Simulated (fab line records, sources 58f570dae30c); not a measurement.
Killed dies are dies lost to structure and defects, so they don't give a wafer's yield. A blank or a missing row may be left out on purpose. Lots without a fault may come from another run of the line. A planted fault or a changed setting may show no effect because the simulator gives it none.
fab line records | flow berkeley_cmos170
record lots=7 wafers=21 last_day=13
route steps=331 shown M2@271
lots that met no fault: from a run of the same line without faults
start_h: hours from the record's first day to the start of the lot's first wafer shown | wait_h: hours since the lot's step before | " the same as in the row above | L1.1+2: a row that stands for several wafers | - no value, or no start given | * or withheld: withheld | < > ~ a bound
route shown NAME@n: a module of which the file shows steps, and the number in the route of the first | usual: mean/standard deviation of fault-free wafers | same: alike in all rows | chamber/n: place in a boat | sites: the reading at each site | _std_site: their standard deviation | _edge_site: outer sites' mean less inner sites' | radius_mm: how far each site lies from the wafer's centre | mask NAME#n: copy n | behind: the tool/chamber that last shaped the wafer | hold: why the lot was held/for how many hours/how that ended | device: the transistor (n, p or np) that didn't switch | end of line: the same wafers' tests at the end of the route | a step without rows: its recipe alone | killed: dies lost to structure and defects at the first sort, not the wafer's yield | map: a wafer's dies, x killed, . not, _ none there
set.NAME: the setting as run; set.NAME@STEP: as run at that earlier step | model.NAME: the simulator's own value behind a step, which no gauge read
lots at some steps of the route; a table a step, a row a wafer
services: from which hour (start_h, from the record's first day; less than 0 if before it) a tool's chamber was out of use, for how many hours, and why
## steps
# step UCB170_M2_PRE_CLEAN_00
# recipe gas=Ar preclean_etch_time_s=60
# step UCB170_M2_SPUTTER_01
# recipe material=Al target_thk_nm=900 time_s=120 power_w=6000 chamber_pressure_pa=0.5
# usual throttle_valve_pct=30.1/1.2
# same time_s=120
# columns lot.wafer tool chamber start_h wait_h throttle_valve_pct
L737.1 pvd_sputter-01 - 194.15 0.0 31.0
L737.4 " - " " 29.8
L737.6 " - " " 30.1
L745.2 pvd_sputter-03 - 235.68 0.0 30.4
L745.5 " - " " 31.5
L745.6 " - " " 27.8
L747.1 pvd_sputter-04 - 279.16 0.0 30.5
L747.4 " - " " 30.6
L747.5 " - " " 29.2
L749.1 pvd_sputter-01 - 287.85 0.0 31.0
L749.5 " - " " 27.8
L749.6 " - " " 30.0
L748.3 pvd_sputter-03 - 288.06 0.0 28.1
L748.4 " - " " 30.9
L748.6 " - " " 27.9
L750.4 pvd_sputter-04 - 288.33 0.0 30.4
L750.5 " - " " 28.9
L750.6 " - " " 30.3
L753.2 pvd_sputter-03 - 292.92 0.0 31.3
L753.3 " - " " 28.4
L753.5 " - " " 30.2
# step UCB170_M2_RS_MEAS_02
# recipe thk_meas_gauge=four-point-probe reads=Al_of_M2_SPUTTER_01
# usual M2_AL_RS=0.0322/0.00039
# columns lot.wafer tool chamber start_h wait_h M2_AL_RS[ohm/sq]
L737.1 film_metro-02 - 194.24 0.0 0.0316
L737.4 " - " " 0.0314
L737.6 " - " " 0.0314
L745.2 film_metro-02 - 235.78 0.1 0.0321
L745.5 " - " " 0.0320
L745.6 " - " " 0.0325
L747.1 film_metro-01 - 279.24 0.0 0.0323
L747.4 " - " " 0.0327
L747.5 " - " " 0.0319
L749.1 film_metro-04 - 287.93 0.0 0.0318
L749.5 " - " " 0.0318
L749.6 " - " " 0.0314
L748.3 film_metro-01 - 288.19 0.1 0.0330
L748.4 " - " " 0.0326
L748.6 " - " " 0.0328
L750.4 film_metro-04 - 288.47 0.1 0.0327
L750.5 " - " " 0.0324
L750.6 " - " " 0.0325
L753.2 film_metro-04 - 293.03 0.1 0.0321
L753.3 " - " " 0.0327
L753.5 " - " " 0.0322
# step UCB170_M2_THK_MEAS_03
# recipe thk_meas_gauge=xrf reads=Al_of_M2_SPUTTER_01
# usual M2_AL_THK=888/13
# columns lot.wafer tool chamber start_h wait_h M2_AL_THK[nm]
L737.1 film_metro-02 - 194.36 0.1 895
L737.4 " - " " 904
L737.6 " - " " 898
L745.2 film_metro-02 - 235.89 0.1 887
L745.5 " - " " 887
L745.6 " - " " 881
L747.1 film_metro-01 - 279.36 0.1 880
L747.4 " - " " 868
L747.5 " - " " 891
L749.1 film_metro-04 - 288.05 0.1 912
L749.5 " - " " 912
L749.6 " - " " 922
L748.3 film_metro-01 - 288.29 0.1 861
L748.4 " - " " 875
L748.6 " - " " 874
L750.4 film_metro-04 - 288.56 0.1 886
L750.5 " - " " 896
L750.6 " - " " 877
L753.2 film_metro-04 - 293.14 0.1 903
L753.3 " - " " 888
L753.5 " - " " 900
# step UCB170_M2_HMDS_04
# recipe prime_time_s=60 prime_temp_c=100
# step UCB170_M2_COAT_05
# recipe resist=KrF spin_rpm=1500 resist_thk_nm=900
# step UCB170_M2_SOFTBAKE_06
# recipe resist=KrF temp_c=130 time_s=60
# step UCB170_M2_STRIP_07
# recipe chemistry=O2 power_w=400 pressure_mtorr=3500 platen_temp_c=withheld o2_flow_sccm=400 overash_fraction=0.5
# usual drypump_motor_current_A=5.7/0.35 oes_product_au=0.734/0.0048 strip_time_to_endpoint_s=22.00/0.059
# columns lot.wafer tool chamber start_h wait_h drypump_motor_current_A oes_product_au rf_hours_counter_h strip_time_to_endpoint_s
L737.1 plasma_asher-01 0 194.87 0.1 5.8 0.733 44 22.08
L737.4 " 0 " " 5.8 0.735 - 22.06
L737.6 " 1 " " 6.1 0.730 - 21.99
L745.2 plasma_asher-01 0 237.33 0.1 5.8 0.732 50 21.99
L745.5 " 1 " " 6.1 0.736 - 22.02
L745.6 " 0 " " 5.8 0.728 - 22.01
L747.1 plasma_asher-04 0 279.87 0.1 5.1 0.725 49 21.99
L747.4 " 0 " " 5.0 0.735 - 21.93
L747.5 " 1 " " 5.4 0.737 - 21.94
L749.1 plasma_asher-01 1 288.64 0.1 6.1 0.732 54 21.97
L749.5 " 1 " " 6.1 0.724 - 22.07
L749.6 " 0 " " 5.8 0.742 - 21.98
L748.3 plasma_asher-04 1 288.95 0.1 5.4 0.734 - 22.07
L748.4 " 0 " " 5.1 0.736 - 22.04
L748.6 " 1 " " 5.4 0.731 - 22.07
L750.4 plasma_asher-04 1 289.40 0.1 5.4 0.731 - 21.92
L750.5 " 1 " " 5.4 0.735 - 21.94
L750.6 " 0 " " 5.1 0.736 - 21.93
L753.2 plasma_asher-04 0 294.17 0.1 5.1 0.733 51 21.99
L753.3 " 0 " " 5.1 0.742 - 22.01
L753.5 " 0 " " 5.1 0.731 - 22.08
# step UCB170_M2_STRIP_08
# recipe chemistry=DMSO temp_c=80 time_s=600 material=KrF
# step UCB170_M2_COAT_09
# recipe resist=BARC temp_c=withheld time_s=withheld spin_rpm=3000 resist_thk_nm=withheld
# step UCB170_M2_COAT_10
# recipe resist=KrF spin_rpm=1500 resist_thk_nm=900
# step UCB170_M2_SOFTBAKE_11
# recipe resist=KrF temp_c=130 time_s=60
# step UCB170_M2_EXPOSE_12
# recipe mask_id=METAL2 target_cd_nm=700 na=0.5 sigma_outer=0.6 source_shape=conventional dose_mj=26
# usual exposure_dose_mJ_cm2=25.99/0.033 reticle_temp_C=23.02/0.12 stage_vel_mm_s=500.08/0.27
# columns lot.wafer tool chamber start_h wait_h mask exposure_dose_mJ_cm2 reticle_temp_C stage_vel_mm_s
L737.1 krf_scanner-01 0 196.81 - METAL2#0 26.01 23.22 499.73
L737.4 " 0 " " METAL2#0 26.00 23.14 499.85
L737.6 " 0 " " METAL2#0 26.01 23.04 499.91
L745.2 krf_scanner-02 0 238.80 - METAL2#0 26.00 23.04 499.68
L745.5 " 0 " " METAL2#0 26.00 22.92 500.02
L745.6 " 0 " " METAL2#0 26.00 22.96 499.66
L747.1 krf_scanner-01 0 280.60 - METAL2#0 25.98 23.05 500.15
L747.4 " 0 " " METAL2#0 26.00 23.13 500.22
L747.5 " 0 " " METAL2#0 25.95 23.22 500.15
L749.1 krf_scanner-01 0 289.77 - METAL2#0 25.94 22.98 499.89
L749.5 " 0 " " METAL2#0 25.97 23.05 500.23
L749.6 " 0 " " METAL2#0 25.98 23.03 500.39
L748.3 krf_scanner-02 0 290.05 - METAL2#0 26.48 23.01 499.63
L748.4 " 0 " " METAL2#0 26.45 23.15 500.08
L748.6 " 0 " " METAL2#0 26.48 23.09 499.84
L750.4 krf_scanner-02 0 290.33 - METAL2#0 26.45 23.14 500.11
L750.5 " 0 " " METAL2#0 26.45 22.86 500.17
L750.6 " 0 " " METAL2#0 26.47 23.09 500.08
L753.2 krf_scanner-02 0 295.31 - METAL2#0 26.27 23.13 500.11
L753.3 " 0 " " METAL2#0 26.28 23.19 500.08
L753.5 " 0 " " METAL2#0 26.32 23.05 500.11
# step UCB170_M2_PEB_13
# recipe peb_temp_c=130 peb_time_s=withheld resist=KrF
## services
# columns tool chamber start_h hours kind
krf_scanner-01 - 186.31 1.0 pm
krf_scanner-01 - 187.34 0.3 repair
krf_scanner-02 - 188.67 1.0 pm
plasma_asher-04 - 195.78 6.0 repair
pvd_sputter-04 - 196.32 5.5 repair
krf_scanner-01 - 209.67 0.8 pm
krf_scanner-01 - 217.46 0.4 repair
krf_scanner-02 - 222.24 1.3 pm
krf_scanner-02 - 229.33 1.0 pm
plasma_asher-04 - 231.39 4.7 repair
krf_scanner-02 0 240.32 - calibration
krf_scanner-02 - 251.77 4.4 pm
plasma_asher-04 - 254.25 15.7 repair
krf_scanner-01 - 256.15 0.8 pm
krf_scanner-01 - 256.90 3.6 pm
krf_scanner-01 - 260.45 1.3 pm
krf_scanner-01 0 268.21 - calibration
## key
first_sign step=UCB170_M2_EXPOSE_12 reading=exposure_dose_mJ_cm2 direction=up sigmas=13 usual=25.99 struck=26.41
effect none on later readings
met_at UCB170_M2_EXPOSE_12
struck_wafers L748.3,L748.4,L748.6,L750.4,L750.5,L750.6,L753.2,L753.3,L753.5
sort_left_out L753.2,L753.3,L753.5
loop_trim step=UCB170_M2_EXPOSE_12 setting=dose lots=L753
onset_between 238.80 290.05
fault kind=process_parameter_drift tool=krf_scanner-02 chamber=- onset_h=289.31 steps=UCB170_M2_EXPOSE_12 channel=dose_mj offset=0.45365 shape=step acts_in=these_recipes_only stated=26
# sort_left_out: the simulated sort isn't trusted on such a fault, so these wafers' sort isn't shown, and their yield isn't known
# loop_trim: a control loop set the setting to another value than it would have without faults
